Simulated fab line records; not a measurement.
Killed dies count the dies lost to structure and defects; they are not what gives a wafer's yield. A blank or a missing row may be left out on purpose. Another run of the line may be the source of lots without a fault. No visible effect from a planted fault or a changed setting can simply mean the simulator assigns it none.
Which of the tools did it? + flow berkeley_cmos170 + 14 lots, 42 wafers sampled, at 5 steps of a route of 331

## WHAT EACH GAUGE READ, for each wafer
UCB170_START_THK_MEAS_03.
| lot  | measured    | on            | START_OXIDE_THK (nm) |
|------|-------------|---------------|----------------------|
| L375 | day 1 14:22 | film_metro-02 | 20.3 20.1 20.3       |
| L376 | day 1 19:45 | film_metro-02 | 20.0 20.3 20.2       |
| L377 | day 2 01:20 | film_metro-01 | 19.9 20.3 20.2       |
| L379 | day 2 10:46 | film_metro-03 | 20.3 20.6 20.5       |
| L380 | day 2 14:29 | film_metro-01 | 20.3 19.8 20.4       |
| L381 | day 2 19:37 | film_metro-03 | 20.0 20.0 20.2       |
| L382 | day 3 05:42 | film_metro-02 | 19.6 19.6 19.9       |
| L383 | day 3 05:43 | film_metro-01 | 20.1 19.9 20.1       |
| L384 | day 3 10:25 | film_metro-02 | 19.9 19.6 20.0       |
| L385 | day 3 15:18 | film_metro-01 | 20.5 20.6 20.6       |
| L386 | day 3 19:20 | film_metro-02 | 20.3 20.2 20.2       |
| L387 | day 4 02:10 | film_metro-03 | 19.3 19.8 19.4       |
| L388 | day 4 07:11 | film_metro-03 | 20.4 20.2 20.2       |
| L395 | day 5 16:35 | film_metro-01 | 19.6 19.5 19.7       |

UCB170_NWELL_THK_MEAS_02.
| lot  | measured    | on            | NWELL_OXIDE_THK (nm) |
|------|-------------|---------------|----------------------|
| L375 | day 2 00:19 | film_metro-01 | 26.1 26.1 26.4       |
| L376 | day 2 04:00 | film_metro-04 | 27.3 26.9 27.3       |
| L377 | day 2 11:40 | film_metro-01 | 26.7 26.4 26.2       |
| L379 | day 2 22:10 | film_metro-04 | 26.1 26.7 26.4       |
| L380 | day 2 22:10 | film_metro-01 | 26.2 26.6 26.2       |
| L381 | day 3 07:41 | film_metro-03 | 26.2 26.4 26.1       |
| L382 | day 3 15:20 | film_metro-04 | 26.0 25.8 26.2       |
| L383 | day 3 15:20 | film_metro-01 | 26.8 26.4 26.1       |
| L384 | day 3 17:58 | film_metro-04 | 26.0 25.9 25.7       |
| L385 | day 3 23:11 | film_metro-03 | 41.2 42.1 41.7       |
| L386 | day 4 00:32 | film_metro-01 | 41.7 41.1 41.8       |
| L387 | day 4 10:22 | film_metro-04 | 26.3 26.0 25.9       |
| L388 | day 4 14:02 | film_metro-04 | 27.3 27.5 27.2       |
| L395 | day 5 23:23 | film_metro-03 | 25.3 25.1 25.4       |

UCB170_CONTACT_CD_MEAS_15: target cd 700 nm.
| lot  | measured     | on        | cd_nm (nm)        |
|------|--------------|-----------|-------------------|
| L375 | day 7 01:30  | cd_sem-02 | 699.2 699.4 699.9 |
| L376 | day 7 02:28  | cd_sem-02 | 700.4 700.6 700.2 |
| L377 | day 7 10:24  | cd_sem-01 | 700.1 701.2 700.8 |
| L379 | day 8 06:33  | cd_sem-01 | 699.1 700.5 699.9 |
| L380 | day 8 04:26  | cd_sem-01 | 700.1 699.9 700.1 |
| L381 | day 8 06:19  | cd_sem-01 | 700.7 699.7 699.4 |
| L382 | day 8 04:34  | cd_sem-02 | 701.8 701.5 701.1 |
| L383 | day 8 02:44  | cd_sem-02 | 699.7 701.5 700.0 |
| L384 | day 8 04:22  | cd_sem-02 | 700.2 699.6 699.2 |
| L385 | day 8 15:34  | cd_sem-02 | 702.3 702.2 703.2 |
| L386 | day 8 15:16  | cd_sem-02 | 700.3 700.9 701.7 |
| L387 | day 9 00:49  | cd_sem-01 | 698.0 699.8 698.8 |
| L388 | day 8 22:11  | cd_sem-01 | 698.2 698.9 700.6 |
| L395 | day 10 10:02 | cd_sem-01 | 702.4 702.3 703.4 |

## EACH LOT AND THE TOOL THAT RAN IT (in order: tool; ch and the chambers of the sampled wafers; start)
| lot  | UCB170_NWELL_OXIDATION_01    | UCB170_PSD_STRIP_09                  |
|------|------------------------------|--------------------------------------|
| L375 | furnace-04 ch 0, day 1 22:57 | plasma_asher-03 ch 1, day 6 14:43    |
| L376 | furnace-02 ch 0, day 2 02:38 | plasma_asher-02 ch 0,1, day 6 08:48  |
| L377 | furnace-02 ch 0, day 2 10:19 | plasma_asher-01 ch 0, day 7 00:49    |
| L379 | furnace-03 ch 0, day 2 20:49 | plasma_asher-03 ch 0,1, day 7 18:46  |
| L380 | furnace-03 ch 0, day 2 20:49 | plasma_asher-01 ch 0,1, day 7 18:02  |
| L381 | furnace-02 ch 0, day 3 06:19 | plasma_asher-01 ch 0,1, day 7 18:58  |
| L382 | furnace-03 ch 0, day 3 13:56 | plasma_asher-02 ch 0,1, day 7 18:25  |
| L383 | furnace-03 ch 0, day 3 13:56 | plasma_asher-03 ch 0,1, day 7 17:50  |
| L384 | furnace-03 ch 0, day 3 16:37 | plasma_asher-03 ch 0,1, day 7 18:07  |
| L385 | furnace-03 ch 0, day 3 21:49 | plasma_asher-01 ch 0,1, day 8 06:03  |
| L386 | furnace-03 ch 0, day 3 23:10 | plasma_asher-02 ch 0,1, day 8 05:45  |
| L387 | furnace-04 ch 0, day 4 09:00 | plasma_asher-03 ch 0,1, day 8 10:43  |
| L388 | furnace-02 ch 0, day 4 12:40 | plasma_asher-01 ch 0,1, day 8 10:49  |
| L395 | furnace-04 ch 0, day 5 22:01 | plasma_asher-01 ch 0,1, day 10 01:59 |
- UCB170_NWELL_OXIDATION_01: target thk 26.4 nm, ox time 1260 s.
- UCB170_PSD_STRIP_09: strips in O2.

## AS READ BY THE TOOLS THEMSELVES (means over the sampled wafers that have a number; for cases with no such wafer, the mark the record gives instead)
UCB170_NWELL_OXIDATION_01.
| lot  | tool       | spike_tc_centre_C (C) | spike_tc_load_C (C) | spike_tc_source_C (C) | tube_center_temp_C (C) | tube_center_temp_C_max | zone_power_centre_pct (%) | zone_power_load_pct (%) |
|------|------------|-----------------------|---------------------|-----------------------|------------------------|------------------------|---------------------------|-------------------------|
| L375 | furnace-04 | 1004.0                | 1018.5              | 1029                  | 1000.02                | 1002.6                 | 46.7                      | 37.6                    |
| L376 | furnace-02 | 1003.5                | 1026.4              | 1019                  | 1000.07                | 1002.5                 | 50.1                      | 33.9                    |
| L377 | furnace-02 | 1003.0                | 1026.0              | 1021                  | 1000.01                | 1002.6                 | 50.2                      | 33.8                    |
| L379 | furnace-03 | 1001.8                | 1023.1              | 1023                  | 999.92                 | 1002.4                 | 49.8                      | 38.6                    |
| L380 | furnace-03 | 1003.4                | 1022.8              | 1025                  | 1000.13                | 1002.8                 | 49.3                      | 38.2                    |
| L381 | furnace-02 | 1003.3                | 1025.9              | 1021                  | 1000.04                | 1002.6                 | 50.3                      | 33.3                    |
| L382 | furnace-03 | 1001.8                | 1024.6              | 1025                  | 1000.07                | 1002.6                 | 48.6                      | 38.4                    |
| L383 | furnace-03 | 1001.1                | 1024.2              | 1023                  | 999.99                 | 1002.5                 | 48.8                      | 38.3                    |
| L384 | furnace-03 | 1002.2                | 1023.6              | 1024                  | 1000.10                | 1002.8                 | 48.9                      | 38.6                    |
| L385 | furnace-03 | 1056.1                | 1078.0              | 1079                  | 1054.20                | 1056.5                 | 52.5                      | 44.1                    |
| L386 | furnace-03 | 1056.2                | 1078.6              | 1078                  | 1054.20                | 1056.7                 | 52.5                      | 43.9                    |
| L387 | furnace-04 | 1005.1                | 1019.0              | 1030                  | 999.95                 | 1002.7                 | 46.2                      | 37.4                    |
| L388 | furnace-02 | 1003.8                | 1025.1              | 1021                  | 999.99                 | 1002.7                 | 49.5                      | 33.7                    |
| L395 | furnace-04 | 1003.7                | 1018.3              | 1029                  | 1000.06                | 1002.7                 | 46.2                      | 37.5                    |

UCB170_PSD_STRIP_09.
| lot  | tool            | drypump_motor_current_A (A) | oes_product_au (a.u.) | strip_time_to_endpoint_s (s) |
|------|-----------------|-----------------------------|-----------------------|------------------------------|
| L375 | plasma_asher-03 | 6.2                         | 0.601                 | 29.42                        |
| L376 | plasma_asher-02 | 5.6                         | 0.601                 | 29.46                        |
| L377 | plasma_asher-01 | 5.8                         | 0.597                 | 29.48                        |
| L379 | plasma_asher-03 | 6.2                         | 0.600                 | 29.37                        |
| L380 | plasma_asher-01 | 5.6                         | 0.601                 | 29.38                        |
| L381 | plasma_asher-01 | 5.6                         | 0.601                 | 29.43                        |
| L382 | plasma_asher-02 | 5.6                         | 0.600                 | 29.30                        |
| L383 | plasma_asher-03 | 6.2                         | 0.606                 | 29.34                        |
| L384 | plasma_asher-03 | 6.2                         | 0.598                 | 29.39                        |
| L385 | plasma_asher-01 | 5.6                         | 0.598                 | 29.50                        |
| L386 | plasma_asher-02 | 5.6                         | 0.600                 | 29.34                        |
| L387 | plasma_asher-03 | 6.2                         | 0.596                 | 29.30                        |
| L388 | plasma_asher-01 | 5.7                         | 0.603                 | 29.41                        |
| L395 | plasma_asher-01 | 5.7                         | 0.595                 | 29.35                        |

## THE ANSWER, worked out from the rows above alone
Rule: the lots themselves supply what counts as usual. Put in order of their means at a reading, lots are off if they are a third of the lots or fewer, leave a main group of 4 or more, and stand apart from it by a gap of 3 or more times the standard deviation of the main group's means; of several such gaps the widest counts. Not used: any main group whose means are identical at the precision the tables above print for the reading. Also off: a lot with no number at a reading for which 4 or more lots have one. All remaining lots with rows at the step are treated as sound. First the gauges in route order, then the tools' own readings, where a lot's mean is used as printed above. The first step at which some lot is off is used, and at that step the reading that is off furthest; a lot without a number counts as furthest.
Off: at UCB170_NWELL_THK_MEAS_02 (NWELL_OXIDE_THK), L385, L386. The main group: mean 26.3 nm, standard deviation 0.52.
If a tool, at a process step before that reading, ran all the lots that are off and no sound lot after the first of them, it fits. Not tried: the gauges at UCB170_NWELL_THK_MEAS_02; whatever is off there is also off at UCB170_NWELL_OXIDATION_01, on other tools, and gauge error can't account for it. One fits: UCB170_NWELL_OXIDATION_01 on furnace-03. A fault onset in the window from L384 (day 3 16:37, its last sound lot) to L385 (day 3 21:49, its first lot off) fits.
The tool's own readings at UCB170_NWELL_OXIDATION_01 bear it out: on the lots that are off they differ by more than 5 times the standard deviation of the sound lots' means. spike_tc_centre_C reads 1056.2 C there against 1003.1 C on the sound lots; spike_tc_load_C reads 1078.3 C there against 1023.1 C on the sound lots; spike_tc_source_C reads 1078 C there against 1024 C on the sound lots; tube_center_temp_C reads 1054.20 C there against 1000.03 C on the sound lots; tube_center_temp_C_max reads 1056.6 there against 1002.6 on the sound lots.

## WHAT HAD BEEN PUT IN BY THE SIMULATOR
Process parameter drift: furnace-03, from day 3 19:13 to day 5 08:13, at UCB170_NWELL_OXIDATION_01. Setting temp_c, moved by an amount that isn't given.
Lots struck among those shown: L385, L386. This agrees with what the rule above found.
